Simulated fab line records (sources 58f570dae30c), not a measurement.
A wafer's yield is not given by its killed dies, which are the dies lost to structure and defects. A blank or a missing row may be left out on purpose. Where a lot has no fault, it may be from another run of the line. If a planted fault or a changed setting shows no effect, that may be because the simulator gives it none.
Problem report in the 8D (eight disciplines) form, filled by code -- flow berkeley cmos170 -- the parts of the form that need people (team, actions taken, sign-off) are left out

== 1. THE PROBLEM ==
PSD_RS at UCB170_SDANNEAL_RS_MEAS_02 reads a mean of 56.6 ohm/sq on 6 wafers of 2 lots; wafers without a fault read 75.5 ohm/sq with a standard deviation of 0.36. Measured from the usual mean, that is -52 standard deviations.
The step: measures by four-point-probe.
Earliest sighting: wafer L150.1 on film metro-03 at day 10 02:07. At this step, 42 wafers from 14 lots have a number in the record. The rule behind "out" and "out of limits": a value lying over 4 standard deviations away from the usual mean. The other wafers with a number count as sound.

== 2. WHAT IT IS; WHAT IT IS NOT ==
question,is,is not
which readings at this step,PSD_RS,-
which lots,"L149, L150","L137, L138, L139, L140, L141, L143, L144, L148, L152, L153, L159, L160"
which wafers of those lots,all that have a number,-
read on which gauges,"film metro-03, film metro-04",film metro-02
when,from day 10 02:07,"up to then (30 sound wafers); but 6 sound wafers of L159, L160 came after"

== 3. WHAT RULES OUT EACH SUSPECT ==
Counting: a tool at a process step up to the reading stays a suspect if it ran every lot that is out and no sound lot after the first of them.
- the gauge at UCB170_SDANNEAL_RS_MEAS_02 is ruled out. Those wafers that are out were read across 2 gauges (film metro-03, film metro-04).
- rtp anneal-02 at UCB170_SDANNEAL_RTA_01 (time 5 s): kept. It ran every lot that is out, first L150 (day 10 02:03), and no sound lot after that; its last sound lot up to then is L153 (day 10 01:37).
The count leaves rtp anneal-02 at UCB170_SDANNEAL_RTA_01.

== 4. THE CAUSE (what the simulator had put in) ==
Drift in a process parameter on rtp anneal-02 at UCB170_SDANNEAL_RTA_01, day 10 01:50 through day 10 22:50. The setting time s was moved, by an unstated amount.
After counting, this tool was the only one left.

== 5. THE EFFECT CHAIN, in route order ==
Each row: a reading where the mean over the struck wafers with a number is more than 3 standard deviations away from the usual. Only readings whose record carries a usual standard deviation are examined. hours: median over the lots of the time between each lot's start at the first step of this table that gives one and its start at this step. sigmas: the change, counted in usual standard deviations.
hours,step,reading,usual,on struck wafers,change,sigmas
0,UCB170_SDANNEAL_RS_MEAS_02,PSD_RS,75.5 ohm/sq,56.6,-18.9,-52
0,UCB170_SDANNEAL_RS_MEAS_03,NSD_RS,37.27 ohm/sq,31.33,-5.94,-64
0,UCB170_SDANNEAL_RS_MEAS_04,PLDD_RS,1031.5 ohm/sq,970.5,-61.0,-21
0,UCB170_SDANNEAL_RS_MEAS_05,NLDD_RS,616.6 ohm/sq,611.6,-5.0,-3.6

== 6. WHAT WOULD HAVE CAUGHT IT SOONER ==
The first out-of-limits reading at a measuring or inspecting step in this record came at day 10 02:07, 0 hours after the fault's start at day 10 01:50.
Tool readings at UCB170_SDANNEAL_RTA_01 with a usual standard deviation given in the record: none out on any struck wafer, hence no alarm at a limit of 4 standard deviations on them.
Among the 2 lots that are out, L149 began UCB170_SDANNEAL_RTA_01 on rtp anneal-02 after day 10 02:07. A tool hold placed at that time would have kept it from harm.
